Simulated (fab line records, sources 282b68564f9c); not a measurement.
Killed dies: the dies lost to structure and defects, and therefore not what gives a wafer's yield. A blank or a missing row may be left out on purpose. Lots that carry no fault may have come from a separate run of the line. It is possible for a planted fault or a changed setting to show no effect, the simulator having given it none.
fab line records    flow rit-cmos
[record] lots = 5  wafers = 15  last-day = 8
route steps=202 shown NSD@133 PSD@142
lots that met no fault: taken from a fault-free run of the same line
start-h: hours from the record's first day to the start of the lot's first wafer shown    wait-h: time in hours since the lot's previous step    " the same as in the row above    L1.1+2: a row that stands for several wafers    - no value, or no start given    * or withheld: withheld    < > ~ a bound
route shown NAME@n: names a module that has steps shown in the file, with the first one's number in the route    usual: mean/standard deviation of fault-free wafers    same: alike in all rows    chamber/n: place in a boat    sites: the reading at each site    _std_site: the standard deviation of these    _edge_site: the outer-site mean with the inner-site mean subtracted    radius-mm: for every site, how far away it sits from the centre of the wafer    mask NAME#n: copy n    behind: the most recent tool/chamber to have shaped the wafer    hold: why the lot went on hold/how many hours it stayed there/how the hold came to an end    device: whichever transistor did not switch (one of n, p or np)    end of line: the tests these same wafers got at the end of their route    where a step has no rows: the recipe by itself    killed: dies that structure and defects cost at the first sort, which is not the same as the wafer's yield    map: dies across one wafer; x = killed, . = not, _ = none there
set.NAME: the run value of the setting; set.NAME@STEP: its run value at that earlier step    model.NAME: the simulator's own value behind a step, which no gauge read
lots at some steps of the route; a table a step, a row a wafer
services: when a tool's chamber went out of use (start-h, in hours from the record's first day, below 0 if earlier), for how many hours, and the reason
[[steps]]
[step RIT_NSD_SOFTBAKE_02]
[recipe] resist = NOVOLAK  temp-c = 90  time-s = 60
[step RIT_NSD_EXPOSE_03]
[recipe] mask-id = M9  na = 0.57  target-cd-nm = 40700  dose-mj = 250
[step RIT_NSD_PEB_04]
[recipe] resist = NOVOLAK  temp-c = withheld  time-s = withheld
[step RIT_NSD_DEVELOP_05]
[recipe] resist = NOVOLAK  develop-time-s = 50  dev-temp-c = 23
[step RIT_NSD_OVL_MEAS_06]
[usual] NSD_OVL = -0.5/1.3
lot.wafer  tool        chamber  start-h  wait-h  NSD_OVL[nm]
L993.1     overlay-02  -        74.59    -       -0.8
L993.3     "           -        "        "       -0.7
L993.4     "           -        "        "       0.3
L998.2     overlay-02  -        102.42   -       -0.9
L998.3     "           -        "        "       1.9
L998.4     "           -        "        "       -1.5
L104.1     overlay-01  -        134.44   -       -2.0
L104.2     "           -        "        "       -0.6
L104.5     "           -        "        "       1.4
L106.2     overlay-01  -        140.55   -       1.3
L106.3     "           -        "        "       -0.2
L106.6     "           -        "        "       1.3
L113.1     overlay-01  -        186.68   -       -1.1
L113.4     "           -        "        "       0.7
L113.6     "           -        "        "       -0.4
[step RIT_NSD_HARDBAKE_07]
[recipe] resist = NOVOLAK  temp-c = 140  time-s = 60
[step RIT_NSD_IMPLANT_08]
[recipe] species = P  energy-kev = 25  dose-cm2 = 1e+15  tilt-deg = 7
[step RIT_NSD_STRIP_09]
[recipe] chemistry = O2  time-s = 180  resist = NOVOLAK  platen-temp-c = withheld  power-w = 500  pressure-mtorr = 4000  o2-flow-sccm = 4000
[usual] drypump-motor-current-A = 5.8/0.54
lot.wafer  tool             chamber  start-h  wait-h  drypump-motor-current-A  rf-hours-counter-h
L993.1     plasma-asher-04  1        74.93    0.1     6.2                      45
L993.3     "                0        "        "       5.1                      -
L993.4     "                1        "        "       6.1                      -
L998.2     plasma-asher-02  1        102.75   0.1     6.2                      44
L998.3     "                0        "        "       6.0                      -
L998.4     "                1        "        "       6.1                      -
L104.1     plasma-asher-02  1        134.78   0.1     6.1                      1
L104.2     "                0        "        "       6.0                      1
L104.5     "                0        "        "       6.1                      -
L106.2     plasma-asher-02  1        140.88   0.1     6.1                      2
L106.3     "                1        "        "       6.2                      -
L106.6     "                0        "        "       6.0                      -
L113.1     plasma-asher-04  0        187.02   0.1     5.1                      57
L113.4     "                0        "        "       5.1                      -
L113.6     "                0        "        "       5.1                      -
[step RIT_NSD_TW_MEAS_10]
[usual] NSD_TW = 3126/24
lot.wafer  tool           chamber  start-h  wait-h  NSD_TW
L993.1     film-metro-02  -        75.10    0.1     3102
L993.3     "              -        "        "       3114
L993.4     "              -        "        "       3119
L998.2     film-metro-01  -        102.94   0.1     3077
L998.3     "              -        "        "       3119
L998.4     "              -        "        "       3082
L104.1     film-metro-03  -        134.95   0.1     3135
L104.2     "              -        "        "       3137
L104.5     "              -        "        "       3129
L106.2     film-metro-03  -        141.06   0.1     3125
L106.3     "              -        "        "       3129
L106.6     "              -        "        "       3132
L113.1     film-metro-01  -        187.19   0.1     3106
L113.4     "              -        "        "       3088
L113.6     "              -        "        "       3107
[step RIT_PSD_HMDS_00]
[recipe] prime-time-s = 60  prime-temp-c = 140
[step RIT_PSD_COAT_01]
[recipe] resist = NOVOLAK  spin-rpm = 3250  resist-thk-nm = 1000
[step RIT_PSD_SOFTBAKE_02]
[recipe] resist = NOVOLAK  temp-c = 90  time-s = 60
[step RIT_PSD_EXPOSE_03]
[recipe] mask-id = M10  na = 0.57  target-cd-nm = 40900  dose-mj = 250
[usual] reticle-temp-C = 23.03/0.11
lot.wafer  tool              chamber  start-h  wait-h  mask      reticle-temp-C
L993.1     iline-stepper-02  0        75.61    0.1     M10#0     23.08
L993.3     "                 0        "        "       M10#0     23.03
L993.4     "                 0        "        "       M10#0     23.07
L998.2     iline-stepper-01  0        103.46   0.1     M10#0     23.11
L998.3     "                 0        "        "       M10#0     23.05
L998.4     "                 0        "        "       M10#0     23.11
L104.1     iline-stepper-01  0        135.46   0.1     M10_R1#0  22.83
L104.2     "                 0        "        "       M10_R1#0  23.02
L104.5     "                 0        "        "       M10_R1#0  22.88
L106.2     iline-stepper-01  0        141.71   0.2     M10#0     22.92
L106.3     "                 0        "        "       M10#0     22.93
L106.6     "                 0        "        "       M10#0     22.98
L113.1     iline-stepper-02  0        187.83   0.2     M10#0     23.07
L113.4     "                 0        "        "       M10#0     22.98
L113.6     "                 0        "        "       M10#0     22.91
[step RIT_PSD_PEB_04]
[recipe] resist = NOVOLAK  temp-c = withheld  time-s = withheld
[[services]]
tool              chamber  start-h  hours  kind
iline-stepper-01  0        51.91    -      calibration
plasma-asher-02   -        68.80    1.6    repair
iline-stepper-01  -        71.45    5.4    repair
iline-stepper-02  -        90.61    1.7    pm
plasma-asher-02   -        108.75   9.0    pm
plasma-asher-02   0        108.75   9.0    vent-cycle
plasma-asher-02   1        108.75   9.0    vent-cycle
plasma-asher-02   0        117.75   -      clean
plasma-asher-02   1        117.75   -      clean
iline-stepper-02  0        137.05   -      calibration
[[key]]
[first-sign] step = RIT_PSD_EXPOSE_03  reading = mask  direction = changed
effect none on later readings
met-at RIT_PSD_EXPOSE_03
struck-wafers L104.1,L104.2,L104.5
tester-left-out L104
onset-between 103.46 135.46
[fault] kind = wrong-mask  tool = any  chamber = -  onset-h = 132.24  steps = RIT_PSD_EXPOSE_03  aux-copy = M10_R1#0  cd-offset-nm = -350  scope = struck-lots-only
// tester-left-out: of these lots the tester's yield and bins aren't shown, on N5 and GAA mostly nor the transistor test; their killed dies are dies lost to structure and defects alone, not to doping, threshold or leakage, so they don't give the yield
